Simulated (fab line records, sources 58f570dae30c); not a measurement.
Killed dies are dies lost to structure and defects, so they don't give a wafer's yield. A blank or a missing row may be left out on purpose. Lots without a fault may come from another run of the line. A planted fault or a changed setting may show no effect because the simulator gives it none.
fab line records | flow berkeley_cmos170
record lots=5 wafers=23
route steps=331 shown ZERO@7 PWELL@39 ACTIVE@62 NVT@105 PVT@122 PLDD@148 PSD@183
start_h: hours from the record's first day to the start of the lot's first wafer shown | wait_h: hours since the lot's step before | " the same as in the row above | L1.1+2: a row that stands for several wafers | - no value, or no start given | * or withheld: withheld | < > ~ a bound
route shown NAME@n: a module of which the file shows steps, and the number in the route of the first | usual: mean/standard deviation of fault-free wafers | same: alike in all rows | chamber/n: place in a boat | sites: the reading at each site | _std_site: their standard deviation | _edge_site: outer sites' mean less inner sites' | radius_mm: how far each site lies from the wafer's centre | mask NAME#n: copy n | behind: the tool/chamber that last shaped the wafer | hold: why the lot was held/for how many hours/how that ended | device: the transistor (n, p or np) that didn't switch | end of line: the same wafers' tests at the end of the route | a step without rows: its recipe alone | killed: dies lost to structure and defects at the first sort, not the wafer's yield | map: a wafer's dies, x killed, . not, _ none there
set.NAME: the setting as run; set.NAME@STEP: as run at that earlier step | model.NAME: the simulator's own value behind a step, which no gauge read
lots whose settings were changed on purpose; a table a step, a row a wafer
## steps
# step UCB170_ZERO_COAT_01
# recipe resist=KrF spin_rpm=1500 resist_thk_nm=900
# columns lot.wafer tool chamber start_h wait_h set.resist_thk_nm model.KrF_of_ZERO_COAT_01.thk_nm
L074.2 litho_track-01 0 17.22 0.1 900 897.4
L074.3 " 0 " " 932.9 928.6
L074.4 " 0 " " 932.9 930.8
L074.5 " 0 " " 900 897.8
L074.6 " 0 " " 900 899
L077.1 litho_track-01 0 35.46 0.1 900 897.5
L077.3 " 0 " " 900 896.8
L077.6 " 0 " " 900 895.9
L082.1 litho_track-04 0 55.92 0.1 945.8 944.6
L082.2 " 0 " " 945.8 946.3
L082.3 " 0 " " 900 897.6
L082.5 " 0 " " 900 900.8
L082.6 " 0 " " 900 900.3
L084.1 litho_track-04 0 69.11 0.1 900 898.9
L084.3 " 0 " " 900 899.2
L084.4 " 0 " " 900 901.1
L084.5 " 0 " " 900 896.4
L084.6 " 0 " " 900 899.4
L085.1 litho_track-04 0 73.98 0.1 900 897.5
L085.2 " 0 " " 900 897.6
L085.3 " 0 " " 900 898.5
L085.5 " 0 " " 933.4 932
L085.6 " 0 " " 933.4 930.9
# step UCB170_ZERO_ETCH_06
# recipe chemistry=CHF3/CF4/Ar target=SiO2 time_s=12 pressure_mtorr=100 rf_w=500 CHF3_flow_sccm=50 cf4_flow_sccm=10 Ar_flow_sccm=120 over_etch_frac=1.58
# usual oes_product_au=0.621/0.011
# columns lot.wafer tool chamber start_h wait_h set.over_etch_frac oes_product_au
L074.2 rie_diel-02 3 18.25 - 1.58 0.630
L074.3 " 1 " " 1.58 0.618
L074.4 " 0 " " 1.927 0.586
L074.5 " 2 " " 1.927 0.581
L074.6 " 3 " " 1.58 0.628
L077.1 rie_diel-02 0 36.84 - 1.58 0.619
L077.3 " 2 " " 1.58 0.610
L077.6 " 0 " " 1.58 0.621
L082.1 rie_diel-01 3 56.95 - 1.58 0.630
L082.2 " 0 " " 1.421 0.654
L082.3 " 1 " " 1.58 0.619
L082.5 " 2 " " 1.421 0.636
L082.6 " 1 " " 1.58 0.632
L084.1 rie_diel-01 2 70.14 - 1.298 0.650
L084.3 " 1 " " 1.58 0.624
L084.4 " 3 " " 1.298 0.657
L084.5 " 0 " " 1.58 0.637
L084.6 " 3 " " 1.58 0.634
L085.1 rie_diel-02 1 75.01 - 1.201 0.658
L085.2 " 3 " " 1.58 0.636
L085.3 " 0 " " 1.201 0.663
L085.5 " 1 " " 1.58 0.612
L085.6 " 2 " " 1.201 0.644
# step UCB170_ZERO_STRIP_07
# recipe chemistry=O2 power_w=400 pressure_mtorr=3500 platen_temp_c=withheld o2_flow_sccm=400 overash_fraction=0.5
# usual strip_time_to_endpoint_s=21.46/0.058
# columns lot.wafer tool chamber start_h wait_h set.resist_thk_nm@ZERO_COAT_01 strip_time_to_endpoint_s
L074.2 plasma_asher-04 1 18.28 0.0 900 21.41
L074.3 " 1 " " 932.9 22.15
L074.4 " 0 " " 932.9 22.17
L074.5 " 0 " " 900 21.38
L074.6 " 1 " " 900 21.46
L077.1 plasma_asher-03 1 36.86 0.0 900 21.43
L077.3 " 1 " " 900 21.41
L077.6 " 1 " " 900 21.38
L082.1 plasma_asher-04 1 56.97 0.0 945.8 22.55
L082.2 " 0 " " 945.8 22.61
L082.3 " 1 " " 900 21.43
L082.5 " 1 " " 900 21.51
L082.6 " 0 " " 900 21.48
L084.1 plasma_asher-03 0 70.17 0.0 900 21.50
L084.3 " 0 " " 900 21.45
L084.4 " 1 " " 900 21.57
L084.5 " 1 " " 900 21.39
L084.6 " 0 " " 900 21.48
L085.1 plasma_asher-01 1 75.03 0.0 900 21.46
L085.2 " 0 " " 900 21.42
L085.3 " 1 " " 900 21.50
L085.5 " 1 " " 933.4 22.23
L085.6 " 0 " " 933.4 22.29
# step UCB170_PWELL_CVD_05
# recipe material=Si3N4 target_thk_nm=220 temp_c=800 precursor=SiH2Cl2/NH3 time_s=3300 pressure_mtorr=200 sih2cl2_flow_sccm=25 nh3_flow_sccm=75
# columns lot.wafer tool chamber start_h wait_h set.time_s model.Si3N4_of_PWELL_CVD_05.thk_nm
L074.2 - - - 0.0 3561 238.5
L074.3 " - " " 3561 241.3
L074.4 " - " " 3561 236.4
L074.5 " - " " 3561 238.8
L074.6 " - " " 3561 239.8
L077.1 lpcvd-02 1 65.66 0.8 3300 220.7
L077.3 " 1 " " 3300 220.3
L077.6 " 1 " " 3300 219.3
L082.1 - - - 1.1 3578 234.6
L082.2 " - " " 3578 235.1
L082.3 " - " " 3578 233.3
L082.5 " - " " 3578 236
L082.6 " - " " 3578 235.7
L084.1+6 - - - 0.0 3489 231.4
L084.3 " - " " 3489 232.3
L084.4 " - " " 3489 230.5
L084.5 " - " " 3489 231.6
L085.1 - - - 0.9 3300 215.5
L085.2+3 " - " " 3300 217
L085.5+6 " - " " 3300 217.1
# step UCB170_PWELL_THK_MEAS_06
# recipe reads=Si3N4_of_PWELL_CVD_05
# usual PWELL_NITRIDE_THK=219.2/2
# columns lot.wafer tool chamber start_h wait_h set.time_s@PWELL_CVD_05 PWELL_NITRIDE_THK[nm]
L074.2 film_metro-04 - - - 3561 238.6
L074.3 " - " " 3561 241.1
L074.4 " - " " 3561 236.3
L074.5 " - " " 3561 238.9
L074.6 " - " " 3561 239.9
L077.1 film_metro-03 - 67.58 0.0 3300 220.5
L077.3 " - " " 3300 220.2
L077.6 " - " " 3300 219.0
L082.1 film_metro-02 - - - 3578 234.8
L082.2 " - " " 3578 235.0
L082.3 " - " " 3578 233.3
L082.5 " - " " 3578 236.1
L082.6 " - " " 3578 235.7
L084.1 film_metro-02 - - - 3489 231.3
L084.3 " - " " 3489 232.4
L084.4 " - " " 3489 230.5
L084.5 " - " " 3489 231.5
L084.6 " - " " 3489 231.5
L085.1 film_metro-04 - - - 3300 215.4
L085.2 " - " " 3300 217.2
L085.3 " - " " 3300 216.9
L085.5 " - " " 3300 217.2
L085.6 " - " " 3300 217.2
# step UCB170_PWELL_ETCH_14
# recipe chemistry=CH3F/Ar/O2 target=Si3N4 stop_on=SiO2 CH3F_flow_sccm=20 Ar_flow_sccm=50 O2_flow_sccm=7 pressure_mtorr=50 rf_w=450 target_depth_a=2420 over_etch_frac=0.1 time_s=151
# columns lot.wafer tool chamber start_h wait_h set.time_s set.time_s@PWELL_CVD_05 model.etch.depth_nm model.KrF_of_PWELL_COAT_08.thk_nm model.SiO2_of_PWELL_OXIDATION_02.thk_nm
L074.2 rie_diel-01 1 52.96 0.0 173.2 3561 238.5 703.9 16.39
L074.3 " 0 " " 173.2 3561 241.3 703.9 16.53
L074.4 " 2 " " 151 3561 - 725 22.67
L074.5 " 0 " " 151 3561 - 728 23.16
L074.6 " 1 " " 151 3561 - 729.9 22.39
L077.1 rie_diel-01 0 68.72 0.0 151 3300 220.7 719.2 22.03
L077.3 " 3 " " 151 3300 220.3 728.1 22.95
L077.6 " 2 " " 151 3300 219.3 723 22.64
L082.1 rie_diel-01 3 90.41 0.0 151 3578 234.6 730.3 23.15
L082.2 " 1 " " 151 3578 235.1 722.9 22.29
L082.3 " 2 " " 157.1 3578 233.3 719.6 21.88
L082.5 " 2 " " 151 3578 236 722.9 23.54
L082.6 " 1 " " 157.1 3578 235.7 715.6 21.19
L084.1 rie_diel-04 3 103.50 0.0 161.1 3489 231.4 712 20.71
L084.3 " 0 " " 161.1 3489 232.3 715.1 20.54
L084.4 " 2 " " 151 3489 230.5 723 22.7
L084.5 " 3 " " 151 3489 231.6 724.2 23.23
L084.6 " 0 " " 161.1 3489 231.4 713.5 20.33
L085.1 rie_diel-03 3 114.03 0.0 151 3300 215.5 725.3 23.24
L085.2 " 2 " " 160.6 3300 217 719.6 20.24
L085.3 " 1 " " 151 3300 - 728.9 22.29
L085.5 " 2 " " 151 3300 - 729.5 22.54
L085.6 " 1 " " 160.6 3300 217.1 718.5 20.21
# step UCB170_PWELL_IMPLANT_15
# recipe species=B dose_cm2=5e+12 energy_kev=60 tilt_deg=7
# step UCB170_PWELL_STRIP_16
# recipe chemistry=O2 power_w=400 pressure_mtorr=3500 platen_temp_c=withheld o2_flow_sccm=400 overash_fraction=0.5
# usual strip_time_to_endpoint_s=18.08/0.089
# columns lot.wafer tool chamber start_h wait_h set.time_s@PWELL_ETCH_14 strip_time_to_endpoint_s
L074.2 plasma_asher-04 0 53.21 0.1 173.2 17.59
L074.3 " 1 " " 173.2 17.60
L074.4 " 0 " " 151 18.10
L074.5 " 1 " " 151 18.18
L074.6 " 0 " " 151 18.20
L077.1 plasma_asher-03 1 68.97 0.1 151 17.96
L077.3 " 0 " " 151 18.17
L077.6 " 0 " " 151 18.05
L082.1 plasma_asher-04 0 90.66 0.1 151 18.22
L082.2 " 1 " " 151 18.06
L082.3 " 0 " " 157.1 17.97
L082.5 " 0 " " 151 18.06
L082.6 " 1 " " 157.1 17.86
L084.1 plasma_asher-02 0 103.75 0.1 161.1 17.79
L084.3 " 1 " " 161.1 17.86
L084.4 " 0 " " 151 18.06
L084.5 " 1 " " 151 18.09
L084.6 " 0 " " 161.1 17.83
L085.1 plasma_asher-02 1 114.28 0.1 151 18.09
L085.2 " 0 " " 160.6 17.96
L085.3 " 0 " " 151 18.18
L085.5 " 0 " " 151 18.21
L085.6 " 1 " " 160.6 17.94
# step UCB170_ACTIVE_OXIDATION_02
# recipe temp_c=1000 ambient=O2 target_thk_a=264 ox_time_s=1260
# columns lot.wafer tool chamber start_h wait_h set.ox_time_s model.SiO2_of_ACTIVE_OXIDATION_02.thk_nm
L074.2 - - - 5.7 1147 24.65
L074.3 " - " " 1147 24.13
L074.4 " - " " 1147 24.73
L074.5 " - " " 1147 24.72
L074.6 " - " " 1147 24.11
L077.1 furnace-01 0 95.31 4.3 1260 25.33
L077.3 " 0 " " 1260 25.43
L077.6 " 0 " " 1260 25.61
L082.1 - - - 2.9 1166 24.06
L082.2 " - " " 1166 24.2
L082.3 " - " " 1166 24.16
L082.5 " - " " 1166 24.36
L082.6 " - " " 1166 24.61
L084.1 - - - 5.0 1372 27.31
L084.3 " - " " 1372 27.29
L084.4 " - " " 1372 27.39
L084.5 " - " " 1372 26.97
L084.6 " - " " 1372 27.13
L085.1 - - - 4.7 1119 24.51
L085.2 " - " " 1119 24.52
L085.3 " - " " 1119 24.39
L085.5 " - " " 1119 24.13
L085.6 " - " " 1119 24.17
# step UCB170_ACTIVE_THK_MEAS_03
# recipe reads=SiO2_of_ACTIVE_OXIDATION_02
# usual ACTIVE_OXIDE_THK=26.0/0.45
# columns lot.wafer tool chamber start_h wait_h set.ox_time_s@ACTIVE_OXIDATION_02 ACTIVE_OXIDE_THK[nm]
L074.2 film_metro-04 - - - 1147 24.6
L074.3 " - " " 1147 24.2
L074.4 " - " " 1147 24.7
L074.5 " - " " 1147 24.7
L074.6 " - " " 1147 24.1
L077.1 film_metro-01 - 96.66 0.0 1260 25.3
L077.3 " - " " 1260 25.5
L077.6 " - " " 1260 25.6
L082.1 film_metro-01 - - - 1166 24.0
L082.2 " - " " 1166 24.2
L082.3 " - " " 1166 24.1
L082.5 " - " " 1166 24.4
L082.6 " - " " 1166 24.6
L084.1 film_metro-01 - - - 1372 27.2
L084.3 " - " " 1372 27.3
L084.4 " - " " 1372 27.4
L084.5 " - " " 1372 27.0
L084.6 " - " " 1372 27.1
L085.1 film_metro-02 - - - 1119 24.5
L085.2 " - " " 1119 24.5
L085.3 " - " " 1119 24.3
L085.5 " - " " 1119 24.1
L085.6 " - " " 1119 24.2
# step UCB170_NVT_COAT_01
# recipe resist=KrF spin_rpm=1500 resist_thk_nm=900
# columns lot.wafer tool chamber start_h wait_h set.spin_rpm model.KrF_of_NVT_COAT_01.thk_nm
L074.2 litho_track-01 0 129.02 0.1 1500 896
L074.3 " 0 " " 1500 896.2
L074.4 " 0 " " 1500 897.6
L074.5 " 0 " " 1572 876.3
L074.6 " 0 " " 1572 874.8
L077.1+6 litho_track-02 0 142.90 0.1 1500 899.9
L077.3 " 0 " " 1500 897.6
L082.1 litho_track-02 0 158.32 0.1 1597 872.8
L082.2 " 0 " " 1597 871.6
L082.3 " 0 " " 1500 900.3
L082.5 " 0 " " 1500 901.8
L082.6 " 0 " " 1500 899.8
L084.1 litho_track-04 0 169.59 0.1 1500 901.6
L084.3 " 0 " " 1557 883.7
L084.4 " 0 " " 1557 883.6
L084.5 " 0 " " 1557 883
L084.6 " 0 " " 1500 903.6
L085.1 litho_track-04 0 185.87 0.1 1563 885.4
L085.2 " 0 " " 1500 901.7
L085.3 " 0 " " 1500 902.3
L085.5 " 0 " " 1563 881.5
L085.6 " 0 " " 1500 903.8
# step UCB170_NVT_SOFTBAKE_02
# recipe resist=KrF temp_c=130 time_s=60
# step UCB170_NVT_EXPOSE_03
# recipe mask_id=PWELL target_cd_nm=3000 na=0.5 sigma_outer=0.6 source_shape=conventional dose_mj=30
# step UCB170_NVT_IMPLANT_07
# recipe species=BF2 dose_cm2=3e+12 energy_kev=50 tilt_deg=7
# step UCB170_NVT_STRIP_08
# recipe chemistry=O2 power_w=400 pressure_mtorr=3500 platen_temp_c=withheld o2_flow_sccm=400 overash_fraction=0.5
# usual strip_time_to_endpoint_s=21.62/0.053
# columns lot.wafer tool chamber start_h wait_h set.spin_rpm@NVT_COAT_01 strip_time_to_endpoint_s
L074.2 plasma_asher-01 1 130.58 0.1 1500 21.53
L074.3 " 0 " " 1500 21.55
L074.4 " 1 " " 1500 21.58
L074.5 " 0 " " 1572 21.07
L074.6 " 1 " " 1572 21.03
L077.1 plasma_asher-04 1 143.91 0.1 1500 21.63
L077.3 " 0 " " 1500 21.57
L077.6 " 0 " " 1500 21.62
L082.1 plasma_asher-04 1 159.48 0.1 1597 20.97
L082.2 " 0 " " 1597 20.95
L082.3 " 1 " " 1500 21.64
L082.5 " 1 " " 1500 21.66
L082.6 " 0 " " 1500 21.62
L084.1 plasma_asher-04 1 170.47 0.1 1500 21.66
L084.3 " 0 " " 1557 21.26
L084.4 " 1 " " 1557 21.23
L084.5 " 1 " " 1557 21.23
L084.6 " 0 " " 1500 21.72
L085.1 plasma_asher-02 0 186.93 0.1 1563 21.28
L085.2 " 1 " " 1500 21.68
L085.3 " 0 " " 1500 21.69
L085.5 " 1 " " 1563 21.19
L085.6 " 0 " " 1500 21.72
# step UCB170_PVT_IMPLANT_07
# recipe species=P dose_cm2=2e+12 energy_kev=30 tilt_deg=7
# columns lot.wafer tool chamber start_h wait_h set.energy_kev model.implant.rp_nm model.implant.drp_nm
L074.2+5+6 implanter-02 0 133.27 0.0 30 36.09 16.56
L074.3+4 " 0 " " 31.26 37.53 17.15
L077.1+3+6 implanter-03 0 148.85 0.0 30 36.72 16.56
L082.1+5 implanter-04 0 161.18 0.0 29.24 35.46 16.31
L082.2+3+6 " 0 " " 30 36.08 16.56
L084.1+3+4 implanter-04 0 172.29 0.0 31.75 38.41 17.37
L084.5+6 " 0 " " 30 36.39 16.56
L085.1+6 implanter-02 0 188.81 0.0 30.97 36.47 17.01
L085.2+3+5 " 0 " " 30 35.38 16.56
# step UCB170_PVT_STRIP_08
# recipe chemistry=O2 power_w=400 pressure_mtorr=3500 platen_temp_c=withheld o2_flow_sccm=400 overash_fraction=0.5
# step UCB170_PVT_TW_MEAS_09
# usual PVT_TW=509/3.8
# columns lot.wafer tool chamber start_h wait_h set.energy_kev@PVT_IMPLANT_07 PVT_TW
L074.2 film_metro-04 - 133.50 0.1 30 501
L074.3 " - " " 31.26 510
L074.4 " - " " 31.26 509
L074.5 " - " " 30 503
L074.6 " - " " 30 504
L077.1 film_metro-03 - 149.10 0.1 30 511
L077.3 " - " " 30 510
L077.6 " - " " 30 513
L082.1 film_metro-04 - 161.43 0.1 29.24 503
L082.2 " - " " 30 509
L082.3 " - " " 30 505
L082.5 " - " " 29.24 503
L082.6 " - " " 30 506
L084.1 film_metro-02 - 172.54 0.1 31.75 517
L084.3 " - " " 31.75 519
L084.4 " - " " 31.75 518
L084.5 " - " " 30 509
L084.6 " - " " 30 510
L085.1 film_metro-04 - 189.06 0.1 30.97 517
L085.2 " - " " 30 506
L085.3 " - " " 30 509
L085.5 " - " " 30 511
L085.6 " - " " 30.97 515
# step UCB170_PLDD_EXPOSE_03
# recipe mask_id=PSELECT na=0.5 sigma_outer=0.6 source_shape=conventional target_cd_nm=1200 dose_mj=30
# columns lot.wafer tool chamber start_h wait_h mask set.dose_mj
L074.2+3+4+5+6 krf_scanner-01 0 151.27 0.3 PSELECT#0 30
L077.1+3+6 krf_scanner-01 0 166.10 0.2 PSELECT#0 30
L082.1+2 krf_scanner-02 0 180.37 0.2 PSELECT#0 29.07
L082.3+5+6 " 0 " " PSELECT#0 30
L084.1+3+4+5+6 krf_scanner-01 0 186.92 0.1 PSELECT#0 30
L085.1+2+3 krf_scanner-02 0 206.30 0.1 PSELECT#0 30
L085.5+6 " 0 " " PSELECT#0 31.36
# step UCB170_PLDD_PEB_04
# recipe peb_temp_c=130 peb_time_s=withheld resist=KrF
# step UCB170_PLDD_DEVELOP_05
# recipe developer=TMAH develop_time_s=45 resist=KrF dev_temp_c=21
# step UCB170_PLDD_CD_MEAS_06
# recipe target_cd_nm=1200
# usual cd_nm=1199.3/1.2
# columns lot.wafer tool chamber start_h wait_h set.dose_mj@PLDD_EXPOSE_03 cd_nm
L074.2 cd_sem-02 - 152.36 - 30 1200.9
L074.3 " - " " 30 1200.1
L074.4 " - " " 30 1199.3
L074.5 " - " " 30 1200.5
L074.6 " - " " 30 1200.0
L077.1 cd_sem-01 - 166.92 - 30 1199.5
L077.3 " - " " 30 1199.8
L077.6 " - " " 30 1199.2
L082.1 cd_sem-02 - 181.56 - 29.07 1193.0
L082.2 " - " " 29.07 1192.1
L082.3 " - " " 30 1200.1
L082.5 " - " " 30 1199.6
L082.6 " - " " 30 1197.9
L084.1 cd_sem-01 - 187.50 - 30 1200.0
L084.3 " - " " 30 1199.4
L084.4 " - " " 30 1198.9
L084.5 " - " " 30 1196.9
L084.6 " - " " 30 1199.0
L085.1 cd_sem-01 - 206.69 - 30 1201.8
L085.2 " - " " 30 1202.6
L085.3 " - " " 30 1200.6
L085.5 " - " " 31.36 1209.1
L085.6 " - " " 31.36 1209.5
# step UCB170_PSD_IMPLANT_08
# recipe species=B dose_cm2=3e+15 energy_kev=20 tilt_deg=7
# columns lot.wafer tool chamber start_h wait_h set.energy_kev model.implant.rp_nm model.implant.drp_nm
L074.2+6 implanter-02 0 163.11 0.0 20 65.08 28.34
L074.3+4+5 " 0 " " 19 61.86 27.34
L077.1+3+6 implanter-04 0 177.19 0.0 20 66.18 28.34
L082.1+2+3+5+6 implanter-04 0 193.04 0.0 20 67.32 28.34
L084.1+4+5 implanter-01 0 202.04 0.0 19.67 63.82 28.01
L084.3+6 " 0 " " 20 64.88 28.34
L085.1+3+6 implanter-04 0 216.97 0.0 20 66.43 28.34
L085.2+5 " 0 " " 20.33 67.51 28.68
# step UCB170_PSD_STRIP_09
# recipe chemistry=O2 power_w=400 pressure_mtorr=3500 platen_temp_c=withheld o2_flow_sccm=400 overash_fraction=0.5
# usual strip_time_to_endpoint_s=29.41/0.089
# columns lot.wafer tool chamber start_h wait_h set.energy_kev@PSD_IMPLANT_08 strip_time_to_endpoint_s
L074.2 plasma_asher-02 1 163.24 0.1 20 29.29
L074.3 " 0 " " 19 28.89
L074.4 " 1 " " 19 28.98
L074.5 " 0 " " 19 28.95
L074.6 " 1 " " 20 29.30
L077.1 plasma_asher-04 1 177.34 0.1 20 29.48
L077.3 " 1 " " 20 29.48
L077.6 " 0 " " 20 29.44
L082.1 plasma_asher-02 1 193.19 0.1 20 29.34
L082.2 " 0 " " 20 29.42
L082.3 " 0 " " 20 29.42
L082.5 " 0 " " 20 29.38
L082.6 " 1 " " 20 29.43
L084.1 plasma_asher-02 0 202.19 0.1 19.67 29.36
L084.3 " 1 " " 20 29.60
L084.4 " 0 " " 19.67 29.37
L084.5 " 1 " " 19.67 29.40
L084.6 " 0 " " 20 29.47
L085.1 plasma_asher-04 1 217.12 0.1 20 29.30
L085.2 " 0 " " 20.33 29.47
L085.3 " 0 " " 20 29.32
L085.5 " 0 " " 20.33 29.42
L085.6 " 1 " " 20 29.27
## key
split step=UCB170_ZERO_COAT_01 setting=resist_thk_nm stated=900 by=wafer
response step=UCB170_ZERO_COAT_01 reading=model.KrF_of_ZERO_COAT_01.thk_nm change=+8.94 per=1% r=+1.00
response step=UCB170_ZERO_STRIP_07 reading=strip_time_to_endpoint_s change=* per=1% r=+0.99
split step=UCB170_ZERO_ETCH_06 setting=over_etch_frac stated=1.58 by=wafer
response step=UCB170_ZERO_ETCH_06 reading=oes_product_au change=-0.00151 per=1% r=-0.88
split step=UCB170_PWELL_CVD_05 setting=time_s stated=3300 by=lot
response step=UCB170_PWELL_CVD_05 reading=model.Si3N4_of_PWELL_CVD_05.thk_nm change=+2.3 per=1% r=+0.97
response step=UCB170_PWELL_THK_MEAS_06 reading=PWELL_NITRIDE_THK change=+2.31 per=1% r=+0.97
response step=UCB170_PWELL_ETCH_14 reading=model.etch.depth_nm change=+2.17 per=1% r=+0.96
split step=UCB170_PWELL_ETCH_14 setting=time_s stated=151 by=wafer
response step=UCB170_PWELL_ETCH_14 reading=model.KrF_of_PWELL_COAT_08.thk_nm change=-1.58 per=1% r=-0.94
response step=UCB170_PWELL_ETCH_14 reading=model.SiO2_of_PWELL_OXIDATION_02.thk_nm change=-0.41 per=1% r=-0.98
response step=UCB170_PWELL_STRIP_16 reading=strip_time_to_endpoint_s change=* per=1% r=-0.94
split step=UCB170_ACTIVE_OXIDATION_02 setting=ox_time_s stated=1260 by=lot
response step=UCB170_ACTIVE_OXIDATION_02 reading=model.SiO2_of_ACTIVE_OXIDATION_02.thk_nm change=+0.15 per=1% r=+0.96
response step=UCB170_ACTIVE_THK_MEAS_03 reading=ACTIVE_OXIDE_THK change=+0.149 per=1% r=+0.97
split step=UCB170_NVT_COAT_01 setting=spin_rpm stated=1500 by=wafer
response step=UCB170_NVT_COAT_01 reading=model.KrF_of_NVT_COAT_01.thk_nm change=-4.52 per=1% r=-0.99
response step=UCB170_NVT_STRIP_08 reading=strip_time_to_endpoint_s change=* per=1% r=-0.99
split step=UCB170_PVT_IMPLANT_07 setting=energy_kev stated=30 by=wafer
response step=UCB170_PVT_IMPLANT_07 reading=model.implant.rp_nm change=+0.334 per=1% r=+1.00
response step=UCB170_PVT_IMPLANT_07 reading=model.implant.drp_nm change=+0.135 per=1% r=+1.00
response step=UCB170_PVT_TW_MEAS_09 reading=PVT_TW change=+1.61 per=1% r=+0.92
split step=UCB170_PLDD_EXPOSE_03 setting=dose_mj stated=30 by=wafer
response step=UCB170_PLDD_CD_MEAS_06 reading=cd_nm change=+1.84 per=1% r=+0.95
split step=UCB170_PSD_IMPLANT_08 setting=energy_kev stated=20 by=wafer
response step=UCB170_PSD_IMPLANT_08 reading=model.implant.rp_nm change=+0.645 per=1% r=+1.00
response step=UCB170_PSD_IMPLANT_08 reading=model.implant.drp_nm change=+0.201 per=1% r=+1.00
response step=UCB170_PSD_STRIP_09 reading=strip_time_to_endpoint_s change=* per=1% r=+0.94
